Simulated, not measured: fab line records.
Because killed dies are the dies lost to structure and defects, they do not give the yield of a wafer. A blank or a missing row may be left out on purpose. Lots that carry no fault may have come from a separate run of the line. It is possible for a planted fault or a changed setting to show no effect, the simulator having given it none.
fab line records + flow rit-cmos
record:
- lots: 5
- wafers: 23
route steps=202 shown CONTACT@171
start-h: the number of hours between the record's first day and the start of the first shown wafer of the lot + wait-h: hours since the lot's step before + " as in the row above + L1.1+2: a single row standing in for several wafers + - no value, or no start was given + * or withheld: withheld + < > ~ a bound
route shown NAME@n: names a module that has steps shown in the file, with the first one's number in the route + usual: mean/standard deviation of fault-free wafers + same: alike in all rows + chamber/n: place in a boat + sites: per-site readings + _std_site: their standard deviation + _edge_site: inner sites' mean taken away from outer sites' mean + radius-mm: how far each site lies from the wafer's centre + mask NAME#n: copy n + behind: the tool/chamber that last shaped the wafer + hold: why the lot went on hold/how many hours it stayed there/how the hold came to an end + device: names the non-switching transistor (n, p or np) + end of line: the tests these same wafers got at the end of their route + for a step that has no rows: nothing shown but its recipe + killed: the dies lost at the first sort to structure and to defects; this is not the yield of the wafer + map: a wafer's dies, x killed, . not, _ none there
set.NAME: the setting as run; set.NAME@STEP: as run at that earlier step + model.NAME: the simulator's own value behind a step, which no gauge read
lots with deliberately changed settings; one table per step, one row per wafer
== steps ==
step: RIT_CONTACT_COAT_03
recipe:
- resist: NOVOLAK
- spin-rpm: 3250
- resist-thk-nm: 1000
| lot.wafer  | tool           | chamber | start-h | wait-h | set.resist-thk-nm | model.NOVOLAK_of_CONTACT_COAT_03.thk-nm |
|------------|----------------|---------|---------|--------|-------------------|-----------------------------------------|
| L074.1+6   | litho-track-03 | 0       | 55.47   | 0.1    | 1000              | 1001                                    |
| L074.2     | "              | 0       | "       | "      | 1000              | 998.4                                   |
| L074.3     | "              | 0       | "       | "      | 980.8             | 980.6                                   |
| L074.4     | "              | 0       | "       | "      | 980.8             | 979.6                                   |
| L079.1+2   | litho-track-01 | 0       | 77.15   | 0.1    | 1000              | 1005                                    |
| L079.3     | "              | 0       | "       | "      | 1000              | 1009                                    |
| L080.1+2+3 | litho-track-01 | 0       | 86.04   | 0.1    | 1000              | 1007                                    |
| L080.4     | "              | 0       | "       | "      | 1000              | 1004                                    |
| L080.6     | "              | 0       | "       | "      | 1000              | 1006                                    |
| L081.2     | litho-track-04 | 0       | 86.57   | 0.1    | 1000              | 1001                                    |
| L081.3     | "              | 0       | "       | "      | 1037              | 1038                                    |
| L081.4     | "              | 0       | "       | "      | 1037              | 1040                                    |
| L081.5     | "              | 0       | "       | "      | 1037              | 1041                                    |
| L081.6     | "              | 0       | "       | "      | 1000              | 1005                                    |
| L082.1     | litho-track-03 | 0       | 90.23   | 0.1    | 965.4             | 967.6                                   |
| L082.2     | "              | 0       | "       | "      | 1000              | 1003                                    |
| L082.4     | "              | 0       | "       | "      | 965.4             | 969.8                                   |
| L082.5     | "              | 0       | "       | "      | 1000              | 999.6                                   |
| L082.6     | "              | 0       | "       | "      | 965.4             | 969.5                                   |
step: RIT_CONTACT_SOFTBAKE_04
recipe:
- resist: NOVOLAK
- temp-c: 90
- time-s: 60
step: RIT_CONTACT_EXPOSE_05
recipe:
- mask-id: M11
- na: 0.6
- source-shape: conventional
- sigma-outer: 0.5
- target-cd-nm: 1000
- dose-mj: 250
step: RIT_CONTACT_HARDBAKE_10
recipe:
- resist: NOVOLAK
- temp-c: 140
- time-s: 60
| lot.wafer | tool           | chamber | start-h | wait-h | set.resist-thk-nm@CONTACT_COAT_03 | model.NOVOLAK_of_CONTACT_COAT_03.thk-nm |
|-----------|----------------|---------|---------|--------|-----------------------------------|-----------------------------------------|
| L074.1    | litho-track-04 | 0       | 56.47   | 0.0    | 1000                              | 884.2                                   |
| L074.2    | "              | 0       | "       | "      | 1000                              | 881.9                                   |
| L074.3    | "              | 0       | "       | "      | 980.8                             | 866.3                                   |
| L074.4    | "              | 0       | "       | "      | 980.8                             | 865.4                                   |
| L074.6    | "              | 0       | "       | "      | 1000                              | 884                                     |
| L079.1    | litho-track-04 | 0       | 78.25   | 0.0    | 1000                              | 887.3                                   |
| L079.2    | "              | 0       | "       | "      | 1000                              | 887.7                                   |
| L079.3    | "              | 0       | "       | "      | 1000                              | 891.6                                   |
| L080.1    | litho-track-01 | 0       | 87.04   | 0.0    | 1000                              | 889.5                                   |
| L080.2    | "              | 0       | "       | "      | 1000                              | 889.7                                   |
| L080.3    | "              | 0       | "       | "      | 1000                              | 889.1                                   |
| L080.4    | "              | 0       | "       | "      | 1000                              | 887.2                                   |
| L080.6    | "              | 0       | "       | "      | 1000                              | 888.5                                   |
| L081.2    | litho-track-01 | 0       | 87.55   | 0.0    | 1000                              | 884.7                                   |
| L081.3    | "              | 0       | "       | "      | 1037                              | 916.6                                   |
| L081.4    | "              | 0       | "       | "      | 1037                              | 917.9                                   |
| L081.5    | "              | 0       | "       | "      | 1037                              | 919.1                                   |
| L081.6    | "              | 0       | "       | "      | 1000                              | 887.9                                   |
| L082.1    | litho-track-04 | 0       | 91.38   | 0.1    | 965.4                             | 855                                     |
| L082.2    | "              | 0       | "       | "      | 1000                              | 885.9                                   |
| L082.4    | "              | 0       | "       | "      | 965.4                             | 856.9                                   |
| L082.5    | "              | 0       | "       | "      | 1000                              | 883                                     |
| L082.6    | "              | 0       | "       | "      | 965.4                             | 856.6                                   |
step: RIT_CONTACT_ETCH_11
recipe:
- target-depth-a: 4800
- over-etch-frac: 0.2
- stop-on: TiSi2
- chemistry: CHF3/CF4/Ar
- target: SiO2
- CHF3_flow_sccm: 50
- cf4-flow-sccm: 10
- Ar_flow_sccm: 100
- O2_flow_sccm: 5
- pressure-mtorr: 100
- rf-w: 200
- time-s: 320
| lot.wafer | tool        | chamber | start-h | wait-h | set.rf-w@CONTACT_CVD_00 | set.resist-thk-nm@CONTACT_COAT_03 | model.NOVOLAK_of_CONTACT_COAT_03.thk-nm | model.CONTACT.feature-depth-nm | model.etch.depth-nm |
|-----------|-------------|---------|---------|--------|-------------------------|-----------------------------------|-----------------------------------------|--------------------------------|---------------------|
| L074.1    | rie-diel-03 | 3       | 56.62   | 0.1    | 400                     | 1000                              | 766                                     | 397                            | 397                 |
| L074.2    | "           | 0       | "       | "      | 359                     | 1000                              | 767.2                                   | 386.7                          | 386.7               |
| L074.3    | "           | 1       | "       | "      | 359                     | 980.8                             | 751.9                                   | 389.1                          | 389.1               |
| L074.4    | "           | 2       | "       | "      | 400                     | 980.8                             | 751.2                                   | 408.1                          | 408.1               |
| L074.6    | "           | 1       | "       | "      | 400                     | 1000                              | 769.8                                   | 408.1                          | 408.1               |
| L079.1    | rie-diel-04 | 0       | 78.40   | 0.1    | 400                     | 1000                              | 775.3                                   | 396.8                          | 396.8               |
| L079.2    | "           | 2       | "       | "      | 400                     | 1000                              | 767.7                                   | 399.7                          | 399.7               |
| L079.3    | "           | 3       | "       | "      | 400                     | 1000                              | 780.6                                   | 394.9                          | 394.9               |
| L080.1    | rie-diel-03 | 2       | 87.19   | 0.1    | 400                     | 1000                              | 776.2                                   | 394.1                          | 394.1               |
| L080.2    | "           | 1       | "       | "      | 400                     | 1000                              | 776.5                                   | 396                            | 396                 |
| L080.3    | "           | 0       | "       | "      | 446                     | 1000                              | 775                                     | 411.3                          | 411.3               |
| L080.4    | "           | 1       | "       | "      | 446                     | 1000                              | 773.7                                   | 418.4                          | 418.4               |
| L080.6    | "           | 2       | "       | "      | 400                     | 1000                              | 775.6                                   | 406.5                          | 406.5               |
| L081.2    | rie-diel-04 | 1       | 87.67   | 0.1    | 400                     | 1000                              | 769.9                                   | 399.7                          | 399.7               |
| L081.3    | "           | 2       | "       | "      | 372.8                   | 1037                              | 796.9                                   | 385.7                          | 385.7               |
| L081.4    | "           | 3       | "       | "      | 400                     | 1037                              | 806.2                                   | 404.6                          | 404.6               |
| L081.5    | "           | 3       | "       | "      | 372.8                   | 1037                              | 807.3                                   | 393.3                          | 393.3               |
| L081.6    | "           | 0       | "       | "      | 372.8                   | 1000                              | 773.8                                   | 393.1                          | 393.1               |
| L082.1    | rie-diel-03 | 1       | 91.53   | 0.1    | 400                     | 965.4                             | 741.3                                   | 393.7                          | 393.7               |
| L082.2    | "           | 0       | "       | "      | 430.9                   | 1000                              | 772                                     | 402.8                          | 402.8               |
| L082.4    | "           | 0       | "       | "      | 400                     | 965.4                             | 742.5                                   | 399.8                          | 399.8               |
| L082.5    | "           | 2       | "       | "      | 430.9                   | 1000                              | 769.9                                   | 410.4                          | 410.4               |
| L082.6    | "           | 1       | "       | "      | 430.9                   | 965.4                             | 743.2                                   | 407.5                          | 407.5               |
== key ==
split:
- step: RIT_CONTACT_COAT_03
- setting: resist-thk-nm
- stated: 1000
- by: wafer
response:
- step: RIT_CONTACT_COAT_03
- reading: model.NOVOLAK_of_CONTACT_COAT_03.thk-nm
- change: +9.68
- per: 1%
- r: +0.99
response:
- step: RIT_CONTACT_HARDBAKE_10
- reading: model.NOVOLAK_of_CONTACT_COAT_03.thk-nm
- change: +8.46
- per: 1%
- r: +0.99
response:
- step: RIT_CONTACT_ETCH_11
- reading: model.NOVOLAK_of_CONTACT_COAT_03.thk-nm
- change: +8.42
- per: 1%
- r: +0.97
split outside-this-file step=RIT_CONTACT_CVD_00 setting=rf-w
split outside-this-file: this setting was split too, and the file shows its column; the key of that split is in another file
